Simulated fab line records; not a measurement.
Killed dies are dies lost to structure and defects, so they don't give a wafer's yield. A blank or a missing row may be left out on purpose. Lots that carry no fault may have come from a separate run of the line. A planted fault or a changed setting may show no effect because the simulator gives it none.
fab line records	flow rit_cmos
record lots=6	wafers=18	last_day=7
route steps=202 shown CONTACT@172 M1@184
lots that met no fault: from a run of the same line without faults
start_h: hours from the record's first day to the start of the lot's first wafer shown	wait_h: hours from the lot's prior step to this one	" the same as in the row above	L1.1+2: one row covering several wafers at once	- no value present, or no start provided	* or withheld: withheld	< > ~ a bound
route shown NAME@n: NAME is a module with steps in the file, n the number in the route of the first one	usual: average and standard deviation across the fault-free wafers	same: alike in all rows	chamber/n: place in a boat	sites: readings site by site	_std_site: their standard deviation	_edge_site: mean of outer sites minus mean of inner sites	radius_mm: for every site, how far away it sits from the centre of the wafer	mask NAME#n: copy n	behind: the last tool/chamber to shape the wafer	hold: why the lot was held/for how many hours/how that ended	device: the transistor (n, p or np) that didn't switch	end of line: at the end of the route, the tests of the same wafers	step lacking rows: just its recipe	killed: not the wafer's yield, but the dies lost to structure and defects at the first sort	map: shows each die of a wafer: x if killed, . if not, _ if none is there
set.NAME: the setting the step ran with; set.NAME@STEP: the setting that earlier step ran with	model.NAME: the simulator's own value behind a step, which no gauge read
lots at selected steps of the route; one table per step, one row per wafer
services: when a tool's chamber went out of use (start_h, in hours from the record's first day, below 0 if earlier), for how many hours, and the reason
## steps
# step RIT_CONTACT_SOFTBAKE_04
# recipe resist=NOVOLAK	temp_c=90	time_s=60
# step RIT_CONTACT_EXPOSE_05
# recipe mask_id=M11	na=0.6	source_shape=conventional	sigma_outer=0.5	target_cd_nm=1000	dose_mj=250
# step RIT_CONTACT_PEB_06
# recipe resist=NOVOLAK	temp_c=withheld	time_s=withheld
# step RIT_CONTACT_DEVELOP_07
# recipe resist=NOVOLAK	develop_time_s=120	dev_temp_c=23.46
# step RIT_CONTACT_CD_MEAS_08
# recipe target_cd_nm=1000
# usual cd_nm=1001.3/2.2
lot.wafer	tool	chamber	start_h	wait_h	cd_nm
L625.2	cd_sem-02	-	54.27	-	1005.1
L625.5	"	-	"	"	1003.4
L625.6	"	-	"	"	1003.4
L628.3	cd_sem-02	-	66.52	-	1000.0
L628.4	"	-	"	"	998.0
L628.5	"	-	"	"	998.2
L640.4	cd_sem-02	-	127.62	-	1002.3
L640.5	"	-	"	"	1001.8
L640.6	"	-	"	"	1002.1
L641.1	cd_sem-02	-	138.85	-	1002.6
L641.4	"	-	"	"	1002.7
L641.6	"	-	"	"	1001.4
L642.2	cd_sem-01	-	139.28	-	998.5
L642.5	"	-	"	"	1001.4
L642.6	"	-	"	"	999.1
L647.1	cd_sem-02	-	163.41	-	1000.4
L647.2	"	-	"	"	1000.5
L647.4	"	-	"	"	1000.5
# step RIT_CONTACT_OVL_MEAS_09
# usual CONTACT_OVL=-0.8/1.2
lot.wafer	tool	chamber	start_h	wait_h	CONTACT_OVL[nm]
L625.2	overlay-01	-	54.37	0.1	-0.4
L625.5	"	-	"	"	0.0
L625.6	"	-	"	"	-1.5
L628.3	overlay-02	-	66.61	0.1	-0.3
L628.4	"	-	"	"	-3.9
L628.5	"	-	"	"	-0.7
L640.4	overlay-02	-	127.70	0.1	-0.6
L640.5	"	-	"	"	1.0
L640.6	"	-	"	"	-0.3
L641.1	overlay-01	-	138.97	0.1	0.0
L641.4	"	-	"	"	-1.8
L641.6	"	-	"	"	-0.1
L642.2	overlay-01	-	139.39	0.1	-1.0
L642.5	"	-	"	"	-1.6
L642.6	"	-	"	"	0.3
L647.1	overlay-02	-	163.53	0.1	-2.3
L647.2	"	-	"	"	-2.8
L647.4	"	-	"	"	-1.9
# step RIT_CONTACT_HARDBAKE_10
# recipe resist=NOVOLAK	temp_c=140	time_s=60
# step RIT_CONTACT_ETCH_11
# recipe target_depth_a=4800	over_etch_frac=0.2	stop_on=TiSi2	chemistry=CHF3/CF4/Ar	target=SiO2	CHF3_flow_sccm=50	cf4_flow_sccm=10	Ar_flow_sccm=100	O2_flow_sccm=5	pressure_mtorr=100	rf_w=200	time_s=320
# usual cf4_flow_sccm=10.00/0.031	drypump_motor_current_A=5.8/0.34	oes_product_au=0.987/0.017	throttle_valve_pct=8.85/0.13
lot.wafer	tool	chamber	start_h	wait_h	cf4_flow_sccm	drypump_motor_current_A	oes_product_au	rf_hours_counter_h	throttle_valve_pct
L625.2	rie_diel-01	1	54.55	0.1	10.05	5.7	0.968	5	8.69
L625.5	"	1	"	"	10.02	5.7	0.975	-	8.69
L625.6	"	0	"	"	9.98	6.5	0.970	-	9.05
L628.3	rie_diel-04	0	66.78	0.1	10.00	6.3	1.008	19	8.83
L628.4	"	3	"	"	9.99	5.3	1.016	108	8.99
L628.5	"	3	"	"	9.97	5.3	1.015	-	8.98
L640.4	rie_diel-04	1	127.89	0.1	9.99	6.0	0.987	100	8.89
L640.5	"	0	"	"	9.98	6.3	1.014	-	8.83
L640.6	"	1	"	"	9.98	6.0	0.978	-	8.88
L641.1	rie_diel-01	1	139.24	0.1	10.01	5.7	0.976	7	8.70
L641.4	"	3	"	"	9.96	6.1	0.988	37	8.67
L641.6	"	3	"	"	9.99	6.1	0.989	-	8.67
L642.2	rie_diel-02	2	139.57	0.1	10.01	5.7	0.960	84	9.06
L642.5	"	1	"	"	10.02	5.9	0.986	-	8.92
L642.6	"	0	"	"	10.03	5.6	1.012	-	8.67
L647.1	rie_diel-04	3	163.71	0.1	9.95	5.3	1.016	110	8.99
L647.2	"	0	"	"	9.98	6.2	1.007	21	8.82
L647.4	"	2	"	"	9.99	5.8	0.992	123	8.73
# step RIT_CONTACT_STRIP_12
# recipe chemistry=O2	time_s=180	resist=NOVOLAK	platen_temp_c=withheld	power_w=500	pressure_mtorr=4000	o2_flow_sccm=4000
# usual drypump_motor_current_A=5.6/0.43
lot.wafer	tool	chamber	start_h	wait_h	drypump_motor_current_A	rf_hours_counter_h
L625.2	plasma_asher-04	1	54.75	0.1	6.1	42
L625.5	"	1	"	"	6.0	-
L625.6	"	0	"	"	5.0	-
L628.3	plasma_asher-02	0	67.04	0.2	5.6	-
L628.4	"	1	"	"	5.7	-
L628.5	"	1	"	"	5.7	-
L640.4	plasma_asher-02	1	128.15	0.2	5.7	-
L640.5	"	1	"	"	5.7	-
L640.6	"	0	"	"	5.6	-
L641.1	plasma_asher-01	0	139.44	0.1	5.1	52
L641.4	"	0	"	"	5.1	-
L641.6	"	0	"	"	5.1	-
L642.2	plasma_asher-04	1	139.76	0.1	6.0	52
L642.5	"	1	"	"	6.1	-
L642.6	"	0	"	"	4.9	-
L647.1	plasma_asher-01	0	163.91	0.1	5.1	55
L647.2	"	1	"	"	5.9	55
L647.4	"	1	"	"	5.9	-
# step RIT_CONTACT_CD_MEAS_90
# recipe target_cd_nm=1000
# usual cd_nm=1001.2/2.3
lot.wafer	tool	chamber	start_h	wait_h	cd_nm
L625.2	cd_sem-02	-	54.94	0.1	1005.3
L625.5	"	-	"	"	1003.2
L625.6	"	-	"	"	1002.9
L628.3	cd_sem-02	-	67.19	0.1	1000.4
L628.4	"	-	"	"	997.4
L628.5	"	-	"	"	997.7
L640.4	cd_sem-01	-	128.32	0.1	1002.6
L640.5	"	-	"	"	1001.8
L640.6	"	-	"	"	1002.5
L641.1	cd_sem-02	-	139.61	0.1	1002.7
L641.4	"	-	"	"	1002.7
L641.6	"	-	"	"	1001.4
L642.2	cd_sem-02	-	139.96	0.1	998.5
L642.5	"	-	"	"	1001.3
L642.6	"	-	"	"	998.6
L647.1	cd_sem-02	-	164.08	0.1	1000.4
L647.2	"	-	"	"	1000.2
L647.4	"	-	"	"	1000.4
# step RIT_CONTACT_CLEAN_13
# recipe chemistry=SC1	mix=3:3:50	time_s=600	temp_c=75
# step RIT_CONTACT_CLEAN_14
# recipe chemistry=SC2	mix=3:3:50	time_s=600	temp_c=75	dry=n2_spin
# step RIT_M1_SPUTTER_00
# recipe material=Al	target_thk_nm=400	power_w=2000	chamber_pressure_pa=0.4	gas=Ar	time_s=500	substrate_temp_c=25
# usual chamber_pressure_pa=0.3999/0.00082	throttle_valve_pct=30.0/1.3
lot.wafer	tool	chamber	start_h	wait_h	chamber_pressure_pa	throttle_valve_pct	model.Al_of_M1_SPUTTER_00.thk_nm
L625.2	pvd_sputter-03	-	55.39	0.0	0.3992	30.6	395
L625.5	"	-	"	"	0.4000	30.4	393.7
L625.6	"	-	"	"	0.4005	31.1	395.2
L628.3	pvd_sputter-04	-	67.64	0.0	0.4004	28.3	395
L628.4	"	-	"	"	0.4001	29.7	397.4
L628.5	"	-	"	"	0.3998	31.8	393
L640.4	pvd_sputter-04	-	128.75	0.0	0.5989	22.7	358
L640.5	"	-	"	"	0.5986	24.3	355.6
L640.6	"	-	"	"	0.5975	26.3	353.8
L641.1	pvd_sputter-03	-	140.08	0.0	0.3992	31.2	396.3
L641.4	"	-	"	"	0.4001	29.4	390.6
L641.6	"	-	"	"	0.3998	30.8	388.5
L642.2	pvd_sputter-04	-	140.41	0.0	0.5987	23.4	361.8
L642.5	"	-	"	"	0.5983	24.1	358.3
L642.6	"	-	"	"	0.5981	23.3	358.9
L647.1	pvd_sputter-03	-	164.57	0.0	0.3988	31.2	393.4
L647.2	"	-	"	"	0.4006	29.5	397.2
L647.4	"	-	"	"	0.3996	31.1	401
# step RIT_M1_RS_MEAS_01
# recipe thk_meas_gauge=four-point-probe	reads=Al_of_M1_SPUTTER_00
# usual M1_AL_RS=0.0743/0.00086
lot.wafer	tool	chamber	start_h	wait_h	M1_AL_RS[ohm/sq]
L625.2	film_metro-01	-	55.71	0.2	0.0745
L625.5	"	-	"	"	0.0748
L625.6	"	-	"	"	0.0744
L628.3	film_metro-02	-	67.97	0.2	0.0742
L628.4	"	-	"	"	0.0739
L628.5	"	-	"	"	0.0747
L640.4	film_metro-02	-	129.10	0.2	0.0831
L640.5	"	-	"	"	0.0836
L640.6	"	-	"	"	0.0839
L641.1	film_metro-01	-	140.38	0.1	0.0742
L641.4	"	-	"	"	0.0751
L641.6	"	-	"	"	0.0756
L642.2	film_metro-02	-	140.72	0.2	0.0822
L642.5	"	-	"	"	0.0830
L642.6	"	-	"	"	0.0828
L647.1	film_metro-02	-	164.86	0.1	0.0748
L647.2	"	-	"	"	0.0741
L647.4	"	-	"	"	0.0731
# step RIT_M1_THK_MEAS_02
# recipe thk_meas_gauge=xrf	reads=Al_of_M1_SPUTTER_00
# usual M1_AL_THK=383/4.7
lot.wafer	tool	chamber	start_h	wait_h	M1_AL_THK[nm]
L625.2	film_metro-01	-	55.82	0.1	380
L625.5	"	-	"	"	380
L625.6	"	-	"	"	385
L628.3	film_metro-02	-	68.07	0.1	384
L628.4	"	-	"	"	388
L628.5	"	-	"	"	384
L640.4	film_metro-02	-	129.19	0.1	349
L640.5	"	-	"	"	346
L640.6	"	-	"	"	342
L641.1	film_metro-01	-	140.50	0.1	385
L641.4	"	-	"	"	377
L641.6	"	-	"	"	374
L642.2	film_metro-02	-	140.83	0.1	349
L642.5	"	-	"	"	347
L642.6	"	-	"	"	348
L647.1	film_metro-02	-	164.98	0.1	383
L647.2	"	-	"	"	384
L647.4	"	-	"	"	390
# step RIT_M1_HMDS_03
# recipe prime_time_s=60	prime_temp_c=140
# step RIT_M1_PROBE_99
# usual defect_limited_yield=97.4/1.1	killed_at_front_end=6.7/2.9	killed_dies=6.8/2.9	killed_open=3.5/1.8	killed_short=3.3/2.1	sort_bin_3_pad_short=0.1/0.26	sort_bin_5_function=1.4/0.73	sort_bin_6_memory=1.0/0.64	sort_n_pass=257.2/2.9	sort_yield_pct=97.4/1.1
# same gross_dies=264	killed_at_M0_to_M3=0	killed_at_M4_up=0	killed_at_back_side=0	killed_at_contacts=0	killed_at_other=0
lot.wafer	tool	chamber	start_h	wait_h	defect_limited_yield[%]	killed_at_front_end	killed_dies	killed_open	killed_short	sort_bin_3_pad_short[%]	sort_bin_5_function[%]	sort_bin_6_memory[%]	sort_n_pass	sort_yield_pct[%]	model.etest.m1.rs_ohm_sq
L625.2	prober-02	-	59.58	0.1	97.3	7	7	2	5	0	1.9	0.8	257.0	97.3	0.0739
L625.5	prober-02	-	59.73	0.2	97.0	8	8	6	2	0	1.1	1.9	256.0	97.0	0.07392
L625.6	prober-02	-	59.78	0.2	99.2	2	2	1	1	0	0.4	0.4	262.0	99.2	0.07327
L628.3	prober-01	-	71.93	0.2	95.8	11	11	6	5	0.4	2.3	1.5	253.0	95.8	0.07352
L628.4	prober-01	-	71.98	0.2	98.1	5	5	3	2	0	1.1	0.8	259.0	98.1	0.07265
L628.5	prober-01	-	72.03	0.2	98.1	5	5	2	3	0	0.8	1.1	259.0	98.1	0.07393
L640.4	prober-01	-	133.05	0.2	95.5	12	12	7	5	0	2.3	2.3	252.0	95.5	0.08075
L640.5	prober-01	-	133.10	0.2	96.2	10	10	4	6	0.4	2.7	0.8	254.0	96.2	0.08108
L640.6	prober-01	-	133.15	0.2	96.6	9	9	4	5	0.8	1.1	1.5	255.0	96.6	0.08152
L641.1	prober-02	-	145.11	0.1	98.5	4	4	4	0	0	1.1	0.4	260.0	98.5	0.07357
L641.4	prober-02	-	145.26	0.2	98.5	4	4	3	1	0	1.1	0.4	260.0	98.5	0.07426
L641.6	prober-02	-	145.36	0.2	98.1	5	5	4	1	0	1.1	0.8	259.0	98.1	0.07456
L642.2	prober-01	-	145.16	0.1	98.5	4	4	3	1	0.4	0.8	0.4	260.0	98.5	0.0795
L642.5	prober-01	-	145.31	0.2	97.3	7	7	4	3	0	1.1	1.5	257.0	97.3	0.08135
L642.6	prober-01	-	145.36	0.2	95.8	11	11	3	8	1.5	1.9	0.8	253.0	95.8	0.0805
L647.1	prober-02	-	168.67	0.1	96.6	9	9	6	2	0.4	1.5	1.5	255.0	96.6	0.07345
L647.2	prober-02	-	168.72	0.1	98.9	3	3	1	1	0	0.8	0.4	261.0	98.9	0.07333
L647.4	prober-02	-	168.82	0.2	98.1	5	5	2	2	0	0.8	1.1	259.0	98.1	0.07225
# killed by level:class
L625.2 REOX:geometric_particle:short=2 FOX2:geometric_particle:short=1 FOX2:geometric_particle:open=1 GATE:geometric_particle:short=1 REOX:geometric_particle:open=1 SPACER:geometric_particle:short=1
L625.5 GATE:geometric_particle:open=3 FOX2:geometric_particle:open=2 FOX2:geometric_particle:short=1 REOX:geometric_particle:open=1 SPACER:geometric_particle:short=1
L625.6 GATE:geometric_particle:short=1 REOX:geometric_particle:open=1
L628.3 GATE:geometric_particle:open=4 REOX:geometric_particle:short=2 FOX2:geometric_particle:short=1 GATE:geometric_particle:short=1 REOX:geometric_particle:open=1 SPACER:geometric_particle:open=1 SILICIDE:geometric_particle:short=1
L628.4 GATE:geometric_particle:short=2 FOX1:geometric_particle:open=1 SPACER:geometric_particle:open=1 SILICIDE:geometric_particle:open=1
L628.5 FOX1:geometric_particle:short=1 FOX2:geometric_particle:open=1 FOX2:geometric_particle:short=1 GATE:geometric_particle:short=1 SILICIDE:geometric_particle:open=1
L640.4 REOX:geometric_particle:short=3 FOX1:geometric_particle:open=2 GATE:geometric_particle:open=2 GATE:geometric_particle:short=1 REOX:geometric_particle:open=1 SPACER:geometric_particle:open=1 SILICIDE:geometric_particle:short=1 SILICIDE:geometric_particle:open=1
L640.5 SILICIDE:geometric_particle:short=4 SPACER:geometric_particle:open=2 FOX2:geometric_particle:short=1 GATE:geometric_particle:short=1 REOX:geometric_particle:open=1 SILICIDE:geometric_particle:open=1
L640.6 GATE:geometric_particle:open=3 REOX:geometric_particle:short=2 ACTIVE:geometric_particle:short=1 GATE:geometric_particle:short=1 SPACER:geometric_particle:short=1 SILICIDE:geometric_particle:open=1
L641.1 FOX1:geometric_particle:open=1 GATE:geometric_particle:open=1 SPACER:geometric_particle:open=1 SILICIDE:geometric_particle:open=1
L642.2 GATE:geometric_particle:open=1 SPACER:geometric_particle:short=1 SPACER:geometric_particle:open=1 SILICIDE:geometric_particle:open=1
L641.4 REOX:geometric_particle:open=2 FOX2:geometric_particle:open=1 GATE:geometric_particle:short=1
L642.5 GATE:geometric_particle:short=2 GATE:geometric_particle:open=2 FOX1:geometric_particle:open=1 REOX:geometric_particle:short=1 SPACER:geometric_particle:open=1
L641.6 GATE:geometric_particle:open=2 REOX:geometric_particle:open=1 REOX:geometric_particle:short=1 SILICIDE:geometric_particle:open=1
L642.6 SPACER:geometric_particle:short=5 GATE:geometric_particle:open=3 GATE:geometric_particle:short=2 SILICIDE:geometric_particle:short=1
L647.1 GATE:geometric_particle:open=4 FOX2:geometric_particle:open=2 FOX2:geometric_particle:short=1 SILICIDE:geometric_particle:short=1 PLDD:coat_microbubble_printed=1
L647.2 GATE:geometric_particle:short=1 SILICIDE:geometric_particle:open=1 PLDD:coat_microbubble_printed=1
L647.4 FOX1:geometric_particle:open=1 GATE:geometric_particle:short=1 GATE:geometric_particle:open=1 REOX:geometric_particle:short=1 PLDD:coat_microbubble_printed=1
## services
tool	chamber	start_h	hours	kind
pvd_sputter-03	-	52.47	2.4	repair
rie_diel-01	1	59.20	21.4	repair
rie_diel-04	-	62.88	2.8	pm
rie_diel-04	3	70.85	2.9	repair
rie_diel-02	3	78.01	6.5	repair
pvd_sputter-03	-	78.66	2.7	repair
rie_diel-01	2	80.58	-	clean
rie_diel-01	2	80.58	10.5	scheduled_down
rie_diel-01	2	80.58	10.5	vent_cycle
plasma_asher-02	-	86.70	8.5	repair
plasma_asher-02	-	108.22	1.9	repair
plasma_asher-01	-	115.41	1.7	repair
plasma_asher-04	-	119.81	1.1	repair
rie_diel-04	2	156.44	4.2	repair
## key
first_sign step=RIT_M1_SPUTTER_00	reading=chamber_pressure_pa	direction=up	sigmas=99+	usual=0.3999	struck=0.5984
effect step=RIT_M1_SPUTTER_00	reading=throttle_valve_pct	direction=down	sigmas=4.8	usual=30.0	struck=24.0
effect step=RIT_M1_RS_MEAS_01	reading=M1_AL_RS	direction=up	sigmas=10	usual=0.0743	struck=0.0831
effect step=RIT_M1_THK_MEAS_02	reading=M1_AL_THK	direction=down	sigmas=7.8	usual=383	struck=347
model_effect step=RIT_M1_SPUTTER_00	value=Al_of_M1_SPUTTER_00.thk_nm	without=401.4	struck=357.7
model_effect step=RIT_M1_PROBE_99	value=etest.m1.rs_ohm_sq	without=0.07196	struck=0.08078
met_at RIT_M1_SPUTTER_00
struck_wafers L640.4,L640.5,L640.6,L642.2,L642.5,L642.6
onset_between 67.64 128.75
fault kind=process_parameter_drift	tool=pvd_sputter-04	chamber=-	onset_h=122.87	steps=RIT_M1_SPUTTER_00	channel=chamber_pressure_pa	offset=0.19869	shape=step	end_h=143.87	acts_in=these_recipes_only	stated=0.4
